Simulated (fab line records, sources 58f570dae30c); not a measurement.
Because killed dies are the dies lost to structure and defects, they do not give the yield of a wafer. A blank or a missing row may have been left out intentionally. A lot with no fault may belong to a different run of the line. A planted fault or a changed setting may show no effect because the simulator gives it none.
Code-filled problem report in 8D (eight disciplines) form :: flow berkeley_cmos170 :: the parts of the form that need people (team, actions taken, sign-off) are left out

1. THE PROBLEM
Wafers without a fault read 21.64 s, standard deviation 0.065; strip_time_to_endpoint_s at UCB170_PLDD_STRIP_10 reads a mean of 21.26 s on 6 wafers belonging to 2 lots. Relative to the usual mean, that is a shift of -5.9 standard deviations.
The step: strips in O2.
Seen first at day 9 02:07 on plasma_asher-01, wafer L168.1. At this step, 42 wafers from 14 lots have a number in the record. By rule, "out" or "out of limits" means more than 4 standard deviations away from the usual mean. Any other wafer with a number is counted as sound.

2. WHAT IT IS, AND WHAT IT ISN'T
question: which readings at this step
is: strip_time_to_endpoint_s
is not: drypump_motor_current_A, oes_product_au

question: which lots
is: L168, L172
is not: L161, L163, L164, L165, L166, L169, L173, L177, L178, L180, L181, L182

question: which wafers of those lots
is: all that have a number
is not: -

question: read on which tools
is: plasma_asher-01, plasma_asher-04
is not: plasma_asher-03

question: when
is: from day 9 02:07
is not: up to then (18 sound wafers); but 18 sound wafers of L173, L177, L178, L180, L181, L182 came after

3. THE SUSPECTS, EACH WITH WHAT RULES IT OUT
Counting: a tool at any process step up to the reading remains a suspect when it ran all the lots that are out and ran no sound lot after the first of those.
- rie_diel-01 at UCB170_GATE_ETCH_14 (etches BARC in N2/H2): ruled out as a lasting fault. The sound lots L178, L182 went through it after L168, its earliest lot that is out (day 9 00:07).
- litho_track-03 at UCB170_PLDD_COAT_01 (resist thk 900 nm): kept. It processed each lot that is out, first L168 at day 9 00:45, and no sound lot thereafter; up to then, the last sound lot it processed was L169 at day 9 00:14.
Remaining after the count: litho_track-03 at UCB170_PLDD_COAT_01.

4. THE CAUSE (what the simulator had put in)
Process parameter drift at UCB170_PLDD_COAT_01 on litho_track-03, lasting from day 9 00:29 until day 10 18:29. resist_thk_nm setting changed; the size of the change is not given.
The count eliminated every tool but this one.

5. THE CHAIN OF EFFECTS, in route order
Each row: a reading whose mean over the struck wafers that have a number lies more than 3 standard deviations from the usual. Scope: only readings with a usual standard deviation given in the record; hours: median across lots of the time from each lot's start at the first step in this table that gives one to its start at this step; sigmas: change in usual standard deviations.
hours: 0
step: UCB170_PLDD_STRIP_10
reading: strip_time_to_endpoint_s
usual: 21.64 s
on struck wafers: 21.26
change: -0.38
sigmas: -5.9
Here are the process steps it includes:
- UCB170_PLDD_STRIP_10: strips in O2.

6. WHAT WOULD HAVE CAUGHT IT SOONER
In this record no reading fell out of limits until day 9 02:07, 2 hours after the fault had begun at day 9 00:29.
Among the 2 lots that are out, L172 began UCB170_PLDD_COAT_01 on litho_track-03 after day 9 02:07. Holding the tool at that time would have saved it.
